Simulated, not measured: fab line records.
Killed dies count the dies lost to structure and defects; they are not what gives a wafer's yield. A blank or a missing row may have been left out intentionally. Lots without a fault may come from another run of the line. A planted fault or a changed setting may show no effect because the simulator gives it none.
fab line records	flow berkeley_cmos170
record lots=6	wafers=18	last_day=11
route steps=331 shown PWELL@37
lots that met no fault: taken from a fault-free run of the same line
start_h: start of the lot's first displayed wafer, in hours after the record's first day	wait_h: hours from the lot's prior step to this one	" as in the row above	L1.1+2: a single row standing in for several wafers	- either no value or no given start	* or withheld: withheld	< > ~ a bound
route shown NAME@n: a module of which the file shows steps, and the number in the route of the first	usual: the fault-free wafers' mean and standard deviation	same: alike in all rows	chamber/n: place in a boat	sites: each site's reading	_std_site: standard deviation across them	_edge_site: mean of outer sites minus mean of inner sites	radius_mm: how far each site lies from the wafer's centre	mask NAME#n: copy n	behind: the most recent tool/chamber to have shaped the wafer	hold: cause of the lot's hold/its duration in hours/its outcome	device: names the non-switching transistor (n, p or np)	end of line: tests run on the same wafers once the route is complete	a step without rows: its recipe alone	killed: dies lost to structure and defects at the first sort, not the wafer's yield	map: a wafer's dies, x killed, . not, _ none there
set.NAME: the run value of the setting; set.NAME@STEP: its run value at that earlier step	model.NAME: the simulator's own value behind a step, which no gauge read
certain route steps with their lots: each step a table, each wafer a row
services: from which hour (start_h, from the record's first day; less than 0 if before it) a tool's chamber was out of use, for how many hours, and why
## steps
# step UCB170_PWELL_THK_MEAS_03
# recipe reads=SiO2_of_PWELL_OXIDATION_02
# usual PWELL_OXIDE_THK=26.3/0.49
lot.wafer	tool	chamber	start_h	wait_h	PWELL_OXIDE_THK[nm]
L273.2	film_metro-02	-	48.40	0.0	26.9
L273.5	"	-	"	"	27.2
L273.6	"	-	"	"	27.1
L279.1	film_metro-02	-	73.42	0.1	26.1
L279.3	"	-	"	"	26.7
L279.6	"	-	"	"	26.4
L285.1	film_metro-02	-	105.72	0.0	25.6
L285.4	"	-	"	"	25.8
L285.5	"	-	"	"	25.9
L286.1	film_metro-03	-	109.45	0.0	26.1
L286.3	"	-	"	"	26.2
L286.4	"	-	"	"	26.3
L290.1	film_metro-04	-	127.50	0.0	26.4
L290.4	"	-	"	"	26.5
L290.5	"	-	"	"	26.8
L293.1	film_metro-03	-	144.11	0.0	25.6
L293.2	"	-	"	"	25.4
L293.3	"	-	"	"	25.2
# step UCB170_PWELL_ANNEAL_04
# recipe temp_c=1000	time_s=900	ambient=N2
# step UCB170_PWELL_CVD_05
# recipe material=Si3N4	target_thk_nm=220	temp_c=800	precursor=SiH2Cl2/NH3	time_s=3300	pressure_mtorr=200	sih2cl2_flow_sccm=25	nh3_flow_sccm=75
# step UCB170_PWELL_THK_MEAS_06
# recipe reads=Si3N4_of_PWELL_CVD_05
# usual PWELL_NITRIDE_THK=220.1/1.9
lot.wafer	tool	chamber	start_h	wait_h	PWELL_NITRIDE_THK[nm]
L273.2	film_metro-02	-	54.96	0.0	219.9
L273.5	"	-	"	"	220.8
L273.6	"	-	"	"	220.0
L279.1	film_metro-03	-	78.17	0.0	219.0
L279.3	"	-	"	"	220.1
L279.6	"	-	"	"	218.1
L285.1	film_metro-03	-	112.62	0.0	219.8
L285.4	"	-	"	"	218.3
L285.5	"	-	"	"	219.5
L286.1	film_metro-04	-	116.47	0.0	217.1
L286.3	"	-	"	"	216.9
L286.4	"	-	"	"	218.6
L290.1	film_metro-04	-	133.85	0.0	219.0
L290.4	"	-	"	"	220.0
L290.5	"	-	"	"	218.5
L293.1	film_metro-03	-	151.26	0.0	222.5
L293.2	"	-	"	"	222.7
L293.3	"	-	"	"	222.6
# step UCB170_PWELL_HMDS_07
# recipe prime_time_s=60	prime_temp_c=100
# step UCB170_PWELL_COAT_08
# recipe resist=KrF	spin_rpm=1500	resist_thk_nm=900
# step UCB170_PWELL_SOFTBAKE_09
# recipe resist=KrF	temp_c=130	time_s=60
# step UCB170_PWELL_EXPOSE_10
# recipe mask_id=PWELL	target_cd_nm=3000	na=0.5	sigma_outer=0.6	source_shape=conventional	dose_mj=19
# step UCB170_PWELL_PEB_11
# recipe peb_temp_c=130	peb_time_s=withheld	resist=KrF
# step UCB170_PWELL_DEVELOP_12
# recipe developer=TMAH	develop_time_s=45	resist=KrF	dev_temp_c=21
# step UCB170_PWELL_OVL_MEAS_13
# usual PWELL_OVL=-1/5.3
lot.wafer	tool	chamber	start_h	wait_h	PWELL_OVL[nm]
L273.2	overlay-01	-	55.88	-	2
L273.5	"	-	"	"	-10
L273.6	"	-	"	"	0
L279.1	overlay-01	-	79.41	-	-6
L279.3	"	-	"	"	5
L279.6	"	-	"	"	-4
L285.1	overlay-02	-	113.52	-	8
L285.4	"	-	"	"	5
L285.5	"	-	"	"	8
L286.1	overlay-02	-	117.37	-	-2
L286.3	"	-	"	"	1
L286.4	"	-	"	"	5
L290.1	overlay-01	-	134.88	-	2
L290.4	"	-	"	"	-2
L290.5	"	-	"	"	4
L293.1	overlay-01	-	152.85	-	0
L293.2	"	-	"	"	3
L293.3	"	-	"	"	2
# step UCB170_PWELL_ETCH_14
# recipe chemistry=CH3F/Ar/O2	target=Si3N4	stop_on=SiO2	CH3F_flow_sccm=20	Ar_flow_sccm=50	O2_flow_sccm=7	pressure_mtorr=50	rf_w=450	target_depth_a=2420	over_etch_frac=0.1	time_s=151
# usual drypump_motor_current_A=5.95/0.26	oes_product_au=0.944/0.012	throttle_valve_pct=8.06/0.12
lot.wafer	tool	chamber	start_h	wait_h	drypump_motor_current_A	oes_product_au	rf_hours_counter_h	throttle_valve_pct
L273.2	rie_diel-01	2	55.91	0.0	5.93	0.937	1	8.26
L273.5	"	2	"	"	5.92	0.939	-	8.28
L273.6	"	1	"	"	6.52	0.946	-	8.18
L279.1	rie_diel-03	1	79.45	0.0	5.94	0.937	166	8.05
L279.3	"	0	"	"	5.72	0.947	91	7.83
L279.6	"	1	"	"	5.94	0.943	-	8.04
L285.1	rie_diel-04	0	113.56	0.0	6.12	0.949	118	7.92
L285.4	"	1	"	"	5.65	0.923	-	8.12
L285.5	"	3	"	"	6.19	0.938	-	8.01
L286.1	rie_diel-04	1	117.41	0.0	5.66	0.917	157	8.12
L286.3	"	3	"	"	6.16	0.930	76	8.04
L286.4	"	0	"	"	6.11	0.945	-	7.94
L290.1	rie_diel-03	0	134.92	0.0	5.74	0.940	94	7.83
L290.4	"	1	"	"	5.94	0.932	1	8.01
L290.5	"	1	"	"	5.93	0.931	-	8.03
L293.1	rie_diel-03	1	152.89	0.0	5.90	0.950	2	8.02
L293.2	"	3	"	"	5.97	0.975	80	8.15
L293.3	"	2	"	"	6.18	0.957	39	8.07
# step UCB170_PWELL_IMPLANT_15
# recipe species=B	dose_cm2=5e+12	energy_kev=60	tilt_deg=7
# usual dose_ions_cm2=5.001e+12/4.7e+09	tilt_deg=7.001/0.019
lot.wafer	tool	chamber	start_h	wait_h	dose_ions_cm2	tilt_deg
L273.2	implanter-01	0	56.03	0.1	5.004e+12	7.000
L273.5	"	0	"	"	5.003e+12	7.009
L273.6	"	0	"	"	5.005e+12	7.011
L279.1	implanter-01	0	79.55	0.1	4.997e+12	6.995
L279.3	"	0	"	"	4.995e+12	6.981
L279.6	"	0	"	"	5.004e+12	6.978
L285.1	implanter-02	0	113.66	0.1	4.999e+12	6.998
L285.4	"	0	"	"	4.995e+12	7.009
L285.5	"	0	"	"	4.997e+12	6.996
L285.1	implanter-02	0	113.97	0.3	5e+12	7.015
L285.4	"	0	"	"	4.997e+12	6.991
L285.5	"	0	"	"	5.003e+12	7.012
L286.1	implanter-02	0	117.51	0.1	5.004e+12	7.010
L286.3	"	0	"	"	5e+12	7.019
L286.4	"	0	"	"	4.999e+12	6.998
L286.1	implanter-02	0	117.82	0.3	5.013e+12	7.009
L286.3	"	0	"	"	5.017e+12	6.981
L286.4	"	0	"	"	5.013e+12	6.988
L290.1	implanter-03	0	135.02	0.1	5.011e+12	7.009
L290.4	"	0	"	"	5.008e+12	7.012
L290.5	"	0	"	"	5.009e+12	7.022
L293.1	implanter-01	0	152.99	0.1	5.003e+12	6.990
L293.2	"	0	"	"	4.998e+12	7.010
L293.3	"	0	"	"	5.003e+12	6.991
# step UCB170_PWELL_STRIP_16
# recipe chemistry=O2	power_w=400	pressure_mtorr=3500	platen_temp_c=withheld	o2_flow_sccm=400	overash_fraction=0.5
# usual drypump_motor_current_A=5.6/0.37	oes_product_au=0.721/0.0047	strip_time_to_endpoint_s=18.16/0.1
lot.wafer	tool	chamber	start_h	wait_h	drypump_motor_current_A	oes_product_au	rf_hours_counter_h	strip_time_to_endpoint_s
L273.2	plasma_asher-01	1	56.16	0.1	5.6	0.721	39	18.24
L273.5	"	0	"	"	5.4	0.723	-	18.22
L273.6	"	1	"	"	5.6	0.725	-	18.18
L279.1	plasma_asher-01	0	79.70	0.1	5.4	0.726	41	18.30
L279.3	"	1	"	"	5.6	0.720	-	18.19
L279.6	"	1	"	"	5.7	0.718	-	18.23
L285.1	plasma_asher-02	0	114.12	0.1	5.0	0.728	36	18.07
L285.4	"	0	"	"	5.0	0.722	-	18.04
L285.5	"	0	"	"	5.0	0.724	-	18.13
L286.1	plasma_asher-01	1	117.97	0.1	5.7	0.724	45	18.14
L286.3	"	1	"	"	5.7	0.723	-	18.24
L286.4	"	0	"	"	5.4	0.719	-	18.09
L290.1	plasma_asher-01	0	135.17	0.1	5.4	0.713	47	18.01
L290.4	"	0	"	"	5.4	0.718	-	18.27
L290.5	"	1	"	"	5.6	0.719	-	18.24
L293.1	plasma_asher-01	1	153.14	0.1	5.6	0.734	49	18.30
L293.2	"	0	"	"	5.4	0.730	49	18.30
L293.3	"	0	"	"	5.4	0.715	-	18.06
# step UCB170_PWELL_TW_MEAS_17
# usual PWELL_TW=375/3.1
lot.wafer	tool	chamber	start_h	wait_h	PWELL_TW
L273.2	film_metro-04	-	56.27	0.1	380
L273.5	"	-	"	"	379
L273.6	"	-	"	"	379
L279.1	film_metro-03	-	79.80	0.1	375
L279.3	"	-	"	"	371
L279.6	"	-	"	"	372
L285.1	film_metro-03	-	114.22	0.1	461
L285.4	"	-	"	"	457
L285.5	"	-	"	"	457
L286.1	film_metro-04	-	118.07	0.1	470
L286.3	"	-	"	"	466
L286.4	"	-	"	"	467
L290.1	film_metro-02	-	135.27	0.1	375
L290.4	"	-	"	"	376
L290.5	"	-	"	"	377
L293.1	film_metro-04	-	153.24	0.1	378
L293.2	"	-	"	"	377
L293.3	"	-	"	"	376
# step UCB170_PWELL_CLEAN_18
# recipe chemistry=SPM	temp_c=120	time_s=600
## services
tool	chamber	start_h	hours	kind
rie_diel-01	2	40.15	5.3	repair
rie_diel-01	1	57.73	2.8	repair
rie_diel-03	-	63.90	1.0	repair
rie_diel-01	3	67.65	4.7	repair
implanter-02	-	71.36	2.3	repair
rie_diel-03	1	86.30	-	clean
rie_diel-03	1	86.30	15.9	scheduled_down
rie_diel-03	1	86.30	15.9	vent_cycle
plasma_asher-02	-	86.30	2.8	pm
implanter-01	-	98.51	3.9	pm
rie_diel-04	2	108.96	-	clean
rie_diel-04	2	108.96	29.1	scheduled_down
rie_diel-04	2	108.96	29.1	vent_cycle
implanter-01	-	136.20	6.8	pm
implanter-03	-	139.25	22.4	pm
rie_diel-04	1	140.65	-	clean
rie_diel-04	1	140.65	25.5	scheduled_down
rie_diel-04	1	140.65	25.5	vent_cycle
## key
first_sign step=UCB170_PWELL_IMPLANT_15	reading=visit	direction=added
effect step=UCB170_PWELL_TW_MEAS_17	reading=PWELL_TW	direction=up	sigmas=29	usual=375	struck=463
met_at UCB170_PWELL_IMPLANT_15
struck_wafers L285.1,L285.4,L285.5,L286.1,L286.3,L286.4
tester_left_out L285,L286
fault kind=repeated_step_whole	tool=implanter-01,implanter-02,implanter-03	chamber=-	onset_h=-	steps=UCB170_PWELL_IMPLANT_15	times=1	scope=struck_lots_only
# tester_left_out: of these lots the tester's yield and bins aren't shown, on N5 and GAA mostly nor the transistor test; their killed dies are dies lost to structure and defects alone, not to doping, threshold or leakage, so they don't give the yield
